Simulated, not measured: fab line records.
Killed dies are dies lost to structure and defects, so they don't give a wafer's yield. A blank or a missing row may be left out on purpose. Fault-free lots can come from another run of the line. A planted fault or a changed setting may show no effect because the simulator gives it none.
fab line records -- flow berkeleyCmos170
record lots=14, wafers=42, lastDay=13
route steps=331 shown PFIELD@88 NSD@195 V1@269 V2@308
lots with no fault: from the same line, run without faults
startH: the number of hours between the record's first day and the start of the first shown wafer of the lot -- waitH: hours elapsed since this lot's preceding step -- " as in the row above -- L1.1+2: several wafers, shown together as one row -- - no value present, or no start provided -- * or withheld: withheld -- < > ~ a bound
route shown NAME@n: a module of which the file shows steps, and the number in the route of the first -- usual: the fault-free wafers' mean and standard deviation -- same: alike in all rows -- chamber/n: place in a boat -- sites: readings site by site -- _std_site: their standard deviation -- _edge_site: the outer-site mean with the inner-site mean subtracted -- radiusMm: for every site, how far away it sits from the centre of the wafer -- mask NAME#n: copy n -- behind: the most recent tool/chamber to have shaped the wafer -- hold: reason for holding the lot/hours on hold/outcome of the hold -- device: the transistor (n, p or np) that didn't switch -- end of line: the same wafers' tests at the end of the route -- a step given without rows: its recipe and nothing more -- killed: the dies lost at the first sort to structure and to defects; this is not the yield of the wafer -- map: a wafer's dies, x killed, . not, _ none there
set.NAME: setting as actually run; set.NAME@STEP: the setting as run at that earlier step -- model.NAME: the simulator's own value behind a step, which no gauge read
one table for each step of the route and one row for each wafer, over a sample of lots
services: a tool's chamber out of use, with start hour (startH, from the record's first day; less than 0 if before it), hours out, and reason
## steps
# step UCB170_PFIELD_TW_MEAS_09
# usual PFIELD_TW=600.3/2.6
lot.wafer,tool,chamber,startH,waitH,PFIELD_TW
L938.1,filmMetro-02,-,120.65,0.1,599.8
L938.5,filmMetro-02,-,120.65,0.1,600.5
L938.6,filmMetro-02,-,120.65,0.1,600.8
L937.1,filmMetro-04,-,120.77,0.1,603.0
L937.3,filmMetro-04,-,120.77,0.1,603.5
L937.4,filmMetro-04,-,120.77,0.1,601.2
L939.3,filmMetro-01,-,120.94,0.1,600.6
L939.5,filmMetro-01,-,120.94,0.1,599.9
L939.6,filmMetro-01,-,120.94,0.1,597.4
L934.2,filmMetro-04,-,121.50,0.1,602.5
L934.3,filmMetro-04,-,121.50,0.1,603.4
L934.6,filmMetro-04,-,121.50,0.1,599.7
L941.1,filmMetro-01,-,128.14,0.1,599.1
L941.2,filmMetro-01,-,128.14,0.1,604.8
L941.4,filmMetro-01,-,128.14,0.1,597.6
L942.1,filmMetro-04,-,139.41,0.1,601.4
L942.2,filmMetro-04,-,139.41,0.1,597.2
L942.4,filmMetro-04,-,139.41,0.1,599.2
L943.1,filmMetro-02,-,146.34,0.1,597.9
L943.2,filmMetro-02,-,146.34,0.1,600.0
L943.3,filmMetro-02,-,146.34,0.1,599.3
L951.1,filmMetro-04,-,180.77,0.1,600.5
L951.2,filmMetro-04,-,180.77,0.1,601.3
L951.6,filmMetro-04,-,180.77,0.1,602.6
L952.1,filmMetro-04,-,180.83,0.1,602.6
L952.2,filmMetro-04,-,180.83,0.1,602.2
L952.5,filmMetro-04,-,180.83,0.1,601.9
L950.2,filmMetro-02,-,181.54,0.1,594.9
L950.3,filmMetro-02,-,181.54,0.1,598.8
L950.6,filmMetro-02,-,181.54,0.1,600.5
L954.3,filmMetro-02,-,185.33,0.1,595.3
L954.5,filmMetro-02,-,185.33,0.1,596.1
L954.6,filmMetro-02,-,185.33,0.1,594.7
L956.3,filmMetro-04,-,204.73,0.1,605.2
L956.5,filmMetro-04,-,204.73,0.1,602.9
L956.6,filmMetro-04,-,204.73,0.1,602.0
L955.1,filmMetro-02,-,204.82,0.1,603.8
L955.4,filmMetro-02,-,204.82,0.1,604.3
L955.6,filmMetro-02,-,204.82,0.1,604.5
L957.2,filmMetro-02,-,205.00,0.1,597.7
L957.3,filmMetro-02,-,205.00,0.1,598.2
L957.6,filmMetro-02,-,205.00,0.1,598.1
# step UCB170_NSD_IMPLANT_08
# recipe species=P, doseCm2=3e+15, energyKev=40, tiltDeg=7
# usual beamEnergyKeV=40.000/0.012, beamOnS=10.00/0.2
lot.wafer,tool,chamber,startH,waitH,beamEnergyKeV,beamOnS
L934.2,implanter-01,0,187.61,0.0,40.012,9.87
L934.3,implanter-01,0,187.61,0.0,39.991,9.97
L934.6,implanter-01,0,187.61,0.0,39.993,10.22
L937.1,implanter-03,0,187.77,0.0,40.002,10.02
L937.3,implanter-03,0,187.77,0.0,39.987,10.31
L937.4,implanter-03,0,187.77,0.0,40.001,10.49
L938.1,implanter-04,0,188.12,0.0,40.020,9.87
L938.5,implanter-04,0,188.12,0.0,39.993,10.04
L938.6,implanter-04,0,188.12,0.0,40.010,9.87
L939.3,implanter-01,0,188.45,0.1,40.006,9.75
L939.5,implanter-01,0,188.45,0.1,39.985,9.93
L939.6,implanter-01,0,188.45,0.1,39.988,9.85
L941.1,implanter-01,0,198.06,0.0,39.996,10.22
L941.2,implanter-01,0,198.06,0.0,39.994,10.00
L941.4,implanter-01,0,198.06,0.0,40.024,9.70
L942.1,implanter-03,0,205.86,0.0,39.999,10.17
L942.2,implanter-03,0,205.86,0.0,40.002,10.30
L942.4,implanter-03,0,205.86,0.0,40.008,9.90
L943.1,implanter-04,0,220.37,0.0,39.976,10.15
L943.2,implanter-04,0,220.37,0.0,39.975,10.58
L943.3,implanter-04,0,220.37,0.0,40.002,9.93
L951.1,implanter-03,0,252.31,0.0,48.803,10.12
L951.2,implanter-03,0,252.31,0.0,48.791,9.74
L951.6,implanter-03,0,252.31,0.0,48.809,9.82
L954.3,implanter-04,0,252.51,0.1,40.007,9.99
L954.5,implanter-04,0,252.51,0.1,39.995,10.12
L954.6,implanter-04,0,252.51,0.1,40.010,9.82
L950.2,implanter-03,0,252.61,0.0,48.799,9.76
L950.3,implanter-03,0,252.61,0.0,48.797,9.91
L950.6,implanter-03,0,252.61,0.0,48.796,10.20
L952.1,implanter-04,0,252.82,0.0,39.994,9.56
L952.2,implanter-04,0,252.82,0.0,39.995,9.86
L952.5,implanter-04,0,252.82,0.0,40.004,9.84
L956.3,implanter-04,0,277.81,0.1,39.989,9.73
L956.5,implanter-04,0,277.81,0.1,39.970,9.72
L956.6,implanter-04,0,277.81,0.1,40.004,10.10
L957.2,implanter-01,0,278.19,0.0,40.000,10.04
L957.3,implanter-01,0,278.19,0.0,40.012,10.22
L957.6,implanter-01,0,278.19,0.0,40.016,9.81
L955.1,implanter-04,0,278.44,0.0,40.019,9.86
L955.4,implanter-04,0,278.44,0.0,40.008,9.86
L955.6,implanter-04,0,278.44,0.0,40.016,10.14
# step UCB170_NSD_STRIP_09
# recipe chemistry=O2, powerW=400, pressureMtorr=3500, platenTempC=withheld, o2FlowSccm=400, overashFraction=0.5
# usual drypumpMotorCurrentA=5.93/0.25, o2FlowSccm=400.2/1.2, oesProductAu=0.534/0.0044, stripTimeToEndpointS=35.85/0.075
lot.wafer,tool,chamber,startH,waitH,drypumpMotorCurrentA,o2FlowSccm,oesProductAu,rfHoursCounterH,stripTimeToEndpointS
L934.2,plasmaAsher-01,1,187.74,0.1,5.71,399.7,0.525,46,35.96
L934.3,plasmaAsher-01,0,187.74,0.1,5.64,403.6,0.542,-,35.92
L934.6,plasmaAsher-01,0,187.74,0.1,5.64,400.4,0.536,-,35.87
L937.1,plasmaAsher-03,1,187.92,0.1,6.25,400.2,0.532,42,35.93
L937.3,plasmaAsher-03,0,187.92,0.1,5.94,398.0,0.533,-,35.86
L937.4,plasmaAsher-03,1,187.92,0.1,6.25,400.2,0.535,-,35.96
L938.1,plasmaAsher-01,1,188.27,0.1,5.71,402.0,0.538,46,35.90
L938.5,plasmaAsher-01,0,188.27,0.1,5.61,400.4,0.530,-,35.92
L938.6,plasmaAsher-01,1,188.27,0.1,5.73,402.0,0.533,-,35.92
L939.3,plasmaAsher-03,0,188.58,0.1,5.94,400.6,0.533,-,35.88
L939.5,plasmaAsher-03,1,188.58,0.1,6.26,400.4,0.539,-,35.82
L939.6,plasmaAsher-03,0,188.58,0.1,5.93,399.7,0.531,-,35.87
L941.1,plasmaAsher-04,0,198.21,0.1,5.85,398.2,0.531,7,35.85
L941.2,plasmaAsher-04,1,198.21,0.1,6.31,401.6,0.532,7,35.94
L941.4,plasmaAsher-04,1,198.21,0.1,6.31,400.2,0.539,-,35.88
L942.1,plasmaAsher-01,1,206.01,0.1,5.73,400.6,0.533,49,35.79
L942.2,plasmaAsher-01,0,206.01,0.1,5.63,400.9,0.532,49,35.77
L942.4,plasmaAsher-01,1,206.01,0.1,5.72,400.4,0.527,-,35.76
L943.1,plasmaAsher-03,0,220.52,0.1,5.96,399.6,0.533,47,35.86
L943.2,plasmaAsher-03,1,220.52,0.1,6.25,398.1,0.538,47,35.95
L943.3,plasmaAsher-03,1,220.52,0.1,6.24,401.5,0.534,-,35.89
L951.1,plasmaAsher-04,1,252.46,0.1,6.32,400.3,0.514,14,38.99
L951.2,plasmaAsher-04,0,252.46,0.1,5.85,399.6,0.505,14,38.92
L951.6,plasmaAsher-04,1,252.46,0.1,6.33,401.4,0.513,-,38.99
L954.3,plasmaAsher-03,1,252.65,0.1,6.25,402.0,0.530,-,35.90
L954.5,plasmaAsher-03,0,252.65,0.1,5.92,398.2,0.524,-,35.96
L954.6,plasmaAsher-03,1,252.65,0.1,6.26,401.0,0.533,-,35.93
L950.2,plasmaAsher-01,1,252.74,0.1,5.72,399.0,0.504,54,39.04
L950.3,plasmaAsher-01,0,252.74,0.1,5.63,398.8,0.513,-,39.00
L950.6,plasmaAsher-01,1,252.74,0.1,5.71,398.1,0.511,-,39.10
L952.1,plasmaAsher-04,0,252.97,0.1,5.86,400.7,0.523,14,35.80
L952.2,plasmaAsher-04,1,252.97,0.1,6.24,399.8,0.531,14,35.78
L952.5,plasmaAsher-04,0,252.97,0.1,5.87,399.0,0.538,-,35.81
L956.3,plasmaAsher-03,1,277.95,0.1,6.27,398.4,0.533,-,35.96
L956.5,plasmaAsher-03,0,277.95,0.1,5.91,401.4,0.535,-,35.97
L956.6,plasmaAsher-03,1,277.95,0.1,6.25,399.9,0.527,-,35.83
L957.2,plasmaAsher-01,1,278.31,0.1,5.71,399.7,0.540,57,35.92
L957.3,plasmaAsher-01,0,278.31,0.1,5.66,399.8,0.533,-,35.85
L957.6,plasmaAsher-01,1,278.31,0.1,5.71,399.7,0.534,-,35.92
L955.1,plasmaAsher-03,0,278.59,0.1,5.90,400.9,0.536,53,35.79
L955.4,plasmaAsher-03,1,278.59,0.1,6.27,400.0,0.533,-,35.77
L955.6,plasmaAsher-03,1,278.59,0.1,6.26,399.2,0.529,-,35.74
# step UCB170_NSD_TW_MEAS_10
# usual NSD_TW=4174/16
lot.wafer,tool,chamber,startH,waitH,NSD_TW
L934.2,filmMetro-04,-,187.86,0.1,4206
L934.3,filmMetro-04,-,187.86,0.1,4169
L934.6,filmMetro-04,-,187.86,0.1,4174
L937.1,filmMetro-04,-,188.02,0.1,4173
L937.3,filmMetro-04,-,188.02,0.1,4185
L937.4,filmMetro-04,-,188.02,0.1,4194
L938.1,filmMetro-03,-,188.37,0.1,4150
L938.5,filmMetro-03,-,188.37,0.1,4189
L938.6,filmMetro-03,-,188.37,0.1,4206
L939.3,filmMetro-03,-,188.68,0.1,4153
L939.5,filmMetro-03,-,188.68,0.1,4164
L939.6,filmMetro-03,-,188.68,0.1,4161
L941.1,filmMetro-03,-,198.31,0.1,4192
L941.2,filmMetro-03,-,198.31,0.1,4167
L941.4,filmMetro-03,-,198.31,0.1,4177
L942.1,filmMetro-03,-,206.11,0.1,4189
L942.2,filmMetro-03,-,206.11,0.1,4181
L942.4,filmMetro-03,-,206.11,0.1,4188
L943.1,filmMetro-04,-,220.62,0.1,4175
L943.2,filmMetro-04,-,220.62,0.1,4174
L943.3,filmMetro-04,-,220.62,0.1,4153
L951.1,filmMetro-04,-,252.56,0.1,4416
L951.2,filmMetro-04,-,252.56,0.1,4419
L951.6,filmMetro-04,-,252.56,0.1,4426
L954.3,filmMetro-01,-,252.73,0.1,4179
L954.5,filmMetro-01,-,252.73,0.1,4203
L954.6,filmMetro-01,-,252.73,0.1,4204
L950.2,filmMetro-03,-,252.85,0.1,4408
L950.3,filmMetro-03,-,252.85,0.1,4401
L950.6,filmMetro-03,-,252.85,0.1,4402
L952.1,filmMetro-03,-,253.07,0.1,4172
L952.2,filmMetro-03,-,253.07,0.1,4168
L952.5,filmMetro-03,-,253.07,0.1,4162
L956.3,filmMetro-03,-,278.03,0.1,4182
L956.5,filmMetro-03,-,278.03,0.1,4174
L956.6,filmMetro-03,-,278.03,0.1,4185
L957.2,filmMetro-04,-,278.42,0.1,4182
L957.3,filmMetro-04,-,278.42,0.1,4195
L957.6,filmMetro-04,-,278.42,0.1,4186
L955.1,filmMetro-01,-,278.69,0.1,4168
L955.4,filmMetro-01,-,278.69,0.1,4158
L955.6,filmMetro-01,-,278.69,0.1,4148
# step UCB170_SDANNEAL_RS_MEAS_03
# recipe thkMeasGauge=four-point-probe
# usual NSD_RS=37.26/0.084
lot.wafer,tool,chamber,startH,waitH,NSD_RS[ohm/sq]
L934.2,filmMetro-03,-,189.48,0.1,37.27
L934.3,filmMetro-03,-,189.48,0.1,37.27
L934.6,filmMetro-03,-,189.48,0.1,37.42
L937.1,filmMetro-04,-,189.81,0.1,37.27
L937.3,filmMetro-04,-,189.81,0.1,37.29
L937.4,filmMetro-04,-,189.81,0.1,37.23
L938.1,filmMetro-03,-,189.94,0.1,37.34
L938.5,filmMetro-03,-,189.94,0.1,37.28
L938.6,filmMetro-03,-,189.94,0.1,37.30
L939.3,filmMetro-04,-,190.63,0.1,37.41
L939.5,filmMetro-04,-,190.63,0.1,37.47
L939.6,filmMetro-04,-,190.63,0.1,37.41
L941.1,filmMetro-03,-,202.30,0.1,37.27
L941.2,filmMetro-03,-,202.30,0.1,37.32
L941.4,filmMetro-03,-,202.30,0.1,37.32
L942.1,filmMetro-01,-,208.06,0.1,37.12
L942.2,filmMetro-01,-,208.06,0.1,37.22
L942.4,filmMetro-01,-,208.06,0.1,37.23
L943.1,filmMetro-04,-,223.47,0.1,37.28
L943.2,filmMetro-04,-,223.47,0.1,37.28
L943.3,filmMetro-04,-,223.47,0.1,37.23
L951.1,filmMetro-04,-,253.98,0.1,35.15
L951.2,filmMetro-04,-,253.98,0.1,35.08
L951.6,filmMetro-04,-,253.98,0.1,35.12
L954.3,filmMetro-01,-,254.02,0.1,37.08
L954.5,filmMetro-01,-,254.02,0.1,37.10
L954.6,filmMetro-01,-,254.02,0.1,36.98
L950.2,filmMetro-03,-,254.35,0.1,35.01
L950.3,filmMetro-03,-,254.35,0.1,34.99
L950.6,filmMetro-03,-,254.35,0.1,35.06
L952.1,filmMetro-01,-,254.51,0.1,37.16
L952.2,filmMetro-01,-,254.51,0.1,37.13
L952.5,filmMetro-01,-,254.51,0.1,37.17
L956.3,filmMetro-03,-,279.69,0.1,37.22
L956.5,filmMetro-03,-,279.69,0.1,37.27
L956.6,filmMetro-03,-,279.69,0.1,37.31
L957.2,filmMetro-04,-,279.95,0.1,37.29
L957.3,filmMetro-04,-,279.95,0.1,37.26
L957.6,filmMetro-04,-,279.95,0.1,37.30
L955.1,filmMetro-03,-,280.13,0.1,37.39
L955.4,filmMetro-03,-,280.13,0.1,37.33
L955.6,filmMetro-03,-,280.13,0.1,37.37
# step UCB170_V1_STRIP_15
# recipe chemistry=O2, powerW=400, pressureMtorr=3500, platenTempC=withheld, o2FlowSccm=400, overashFraction=0.5
# usual drypumpMotorCurrentA=5.98/0.25, o2FlowSccm=400.1/1.2, oesProductAu=0.721/0.0051, stripTimeToEndpointS=15.28/0.11
lot.wafer,tool,chamber,startH,waitH,drypumpMotorCurrentA,o2FlowSccm,oesProductAu,rfHoursCounterH,stripTimeToEndpointS
L934.2,plasmaAsher-04,1,204.59,0.1,6.33,399.1,0.717,8,15.27
L934.3,plasmaAsher-04,1,204.59,0.1,6.31,399.9,0.715,-,15.31
L934.6,plasmaAsher-04,1,204.59,0.1,6.33,399.8,0.721,-,15.33
L938.1,plasmaAsher-01,1,205.31,0.1,5.71,401.1,0.718,48,15.29
L938.5,plasmaAsher-01,1,205.31,0.1,5.71,400.8,0.723,-,15.31
L938.6,plasmaAsher-01,0,205.31,0.1,5.61,400.0,0.724,-,15.34
L939.3,plasmaAsher-04,0,205.39,0.1,5.83,399.6,0.716,-,15.23
L939.5,plasmaAsher-04,0,205.39,0.1,5.87,401.9,0.726,-,15.19
L939.6,plasmaAsher-04,1,205.39,0.1,6.28,399.9,0.716,-,15.32
L937.1,plasmaAsher-01,0,208.39,0.1,5.65,399.3,0.726,49,15.27
L937.3,plasmaAsher-01,1,208.39,0.1,5.71,402.8,0.715,-,15.31
L937.4,plasmaAsher-01,0,208.39,0.1,5.65,400.9,0.720,-,15.29
L941.1,plasmaAsher-04,1,215.41,0.1,6.30,400.1,0.725,9,15.05
L941.2,plasmaAsher-04,0,215.41,0.1,5.84,400.0,0.719,9,15.19
L941.4,plasmaAsher-04,0,215.41,0.1,5.86,400.5,0.726,-,15.01
L942.1,plasmaAsher-03,1,220.21,0.1,6.27,400.4,0.719,47,15.47
L942.2,plasmaAsher-03,0,220.21,0.1,5.92,401.0,0.726,47,15.23
L942.4,plasmaAsher-03,0,220.21,0.1,5.90,399.7,0.706,-,15.51
L943.1,plasmaAsher-04,0,235.80,0.1,5.88,401.2,0.719,12,15.25
L943.2,plasmaAsher-04,1,235.80,0.1,6.31,400.3,0.721,12,15.33
L943.3,plasmaAsher-04,1,235.80,0.1,6.29,401.0,0.719,-,15.27
L951.1,plasmaAsher-03,1,267.41,0.1,6.24,397.4,0.725,52,15.27
L951.2,plasmaAsher-03,0,267.41,0.1,5.93,400.4,0.715,52,15.32
L951.6,plasmaAsher-03,0,267.41,0.1,5.92,402.0,0.717,-,15.32
L954.3,plasmaAsher-01,1,267.64,0.1,5.68,400.2,0.718,-,15.18
L954.5,plasmaAsher-01,0,267.64,0.1,5.65,399.3,0.723,-,15.22
L954.6,plasmaAsher-01,1,267.64,0.1,5.68,400.5,0.720,-,15.33
L952.1,plasmaAsher-03,0,268.09,0.1,5.94,398.6,0.722,52,15.16
L952.2,plasmaAsher-03,1,268.09,0.1,6.24,400.5,0.726,52,15.18
L952.5,plasmaAsher-03,1,268.09,0.1,6.25,401.5,0.723,-,15.26
L950.2,plasmaAsher-01,0,268.38,0.1,5.63,401.6,0.733,56,15.27
L950.3,plasmaAsher-01,0,268.38,0.1,5.61,400.4,0.722,-,15.38
L950.6,plasmaAsher-01,1,268.38,0.1,5.71,400.9,0.722,-,15.46
L956.3,plasmaAsher-03,1,291.65,0.1,6.26,401.9,0.724,-,15.28
L956.5,plasmaAsher-03,0,291.65,0.1,5.92,401.5,0.719,-,15.40
L956.6,plasmaAsher-03,1,291.65,0.1,6.26,401.1,0.724,-,15.33
L957.2,plasmaAsher-03,1,292.82,0.1,6.26,400.4,0.718,55,15.21
L957.3,plasmaAsher-03,1,292.82,0.1,6.24,400.3,0.727,-,15.19
L957.6,plasmaAsher-03,1,292.82,0.1,6.25,401.8,0.720,-,15.28
L955.1,plasmaAsher-01,1,293.18,0.1,5.72,401.9,0.726,58,15.09
L955.4,plasmaAsher-01,1,293.18,0.1,5.74,400.5,0.716,-,15.48
L955.6,plasmaAsher-01,1,293.18,0.1,5.73,401.3,0.713,-,15.21
# step UCB170_V2_CD_MEAS_90
# recipe targetCdNm=700
# usual cdNm=700.2/1.5
lot.wafer,tool,chamber,startH,waitH,cdNm
L934.2,cdSem-01,-,212.22,0.1,700.8
L934.3,cdSem-01,-,212.22,0.1,699.3
L934.6,cdSem-01,-,212.22,0.1,700.0
L938.1,cdSem-01,-,212.75,0.1,699.4
L938.5,cdSem-01,-,212.75,0.1,701.1
L938.6,cdSem-01,-,212.75,0.1,699.9
L939.3,cdSem-01,-,213.20,0.2,699.4
L939.5,cdSem-01,-,213.20,0.2,698.4
L939.6,cdSem-01,-,213.20,0.2,700.7
L937.1,cdSem-01,-,213.54,0.1,700.2
L937.3,cdSem-01,-,213.54,0.1,701.2
L937.4,cdSem-01,-,213.54,0.1,699.4
L941.1,cdSem-01,-,224.45,0.1,701.5
L941.2,cdSem-01,-,224.45,0.1,700.7
L941.4,cdSem-01,-,224.45,0.1,699.7
L942.1,cdSem-02,-,225.96,0.1,699.2
L942.2,cdSem-02,-,225.96,0.1,699.5
L942.4,cdSem-02,-,225.96,0.1,698.7
L943.1,cdSem-02,-,242.36,0.1,699.4
L943.2,cdSem-02,-,242.36,0.1,698.6
L943.3,cdSem-02,-,242.36,0.1,698.2
L951.1,cdSem-02,-,273.00,0.1,700.5
L951.2,cdSem-02,-,273.00,0.1,699.1
L951.6,cdSem-02,-,273.00,0.1,701.9
L954.3,cdSem-01,-,276.93,0.2,698.4
L954.5,cdSem-01,-,276.93,0.2,698.1
L954.6,cdSem-01,-,276.93,0.2,697.7
L952.1,cdSem-02,-,277.04,0.1,699.6
L952.2,cdSem-02,-,277.04,0.1,699.6
L952.5,cdSem-02,-,277.04,0.1,698.7
L950.2,cdSem-01,-,277.46,0.1,701.5
L950.3,cdSem-01,-,277.46,0.1,700.7
L950.6,cdSem-01,-,277.46,0.1,702.2
L956.3,cdSem-02,-,297.20,0.1,698.6
L956.5,cdSem-02,-,297.20,0.1,700.0
L956.6,cdSem-02,-,297.20,0.1,697.3
L957.2,cdSem-02,-,298.46,0.1,700.7
L957.3,cdSem-02,-,298.46,0.1,700.8
L957.6,cdSem-02,-,298.46,0.1,701.8
L955.1,cdSem-01,-,298.91,0.1,701.9
L955.4,cdSem-01,-,298.91,0.1,699.7
L955.6,cdSem-01,-,298.91,0.1,702.1
## services
tool,chamber,startH,hours,kind
plasmaAsher-04,-,174.14,15.6,pm
implanter-04,-,227.72,12.6,pm
implanter-01,-,238.68,27.3,pm
plasmaAsher-01,-,247.52,2.9,repair
implanter-03,-,253.86,6.3,repair
implanter-03,-,275.08,3.6,pm
implanter-04,-,287.26,3.3,pm
## key
firstSign step=UCB170_NSD_IMPLANT_08, reading=beamEnergyKeV, direction=up, sigmas=99+, usual=40.000, struck=48.799
effect step=UCB170_NSD_STRIP_09, reading=stripTimeToEndpointS, direction=up, sigmas=42, usual=*, struck=*
effect step=UCB170_NSD_TW_MEAS_10, reading=NSD_TW, direction=up, sigmas=15, usual=4174, struck=4412
effect step=UCB170_SDANNEAL_RS_MEAS_03, reading=NSD_RS, direction=down, sigmas=26, usual=37.26, struck=35.07
metAt UCB170_NSD_IMPLANT_08
struckLots L950,L951
testerLeftOut L950,L951
notActingAt UCB170_PFIELD_TW_MEAS_09,UCB170_V1_STRIP_15,UCB170_V2_CD_MEAS_90
onsetBetween 205.86 252.31
fault kind=processParameterDrift, tool=implanter-03, chamber=-, onsetH=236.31, steps=UCB170_NSD_IMPLANT_08, channel=energyKev, offset=8.8, shape=step, endH=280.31, actsIn=theseRecipesOnly, stated=40
# testerLeftOut: of these lots the tester's yield and bins aren't shown, on N5 and GAA mostly nor the transistor test; their killed dies are dies lost to structure and defects alone, not to doping, threshold or leakage, so they don't give the yield
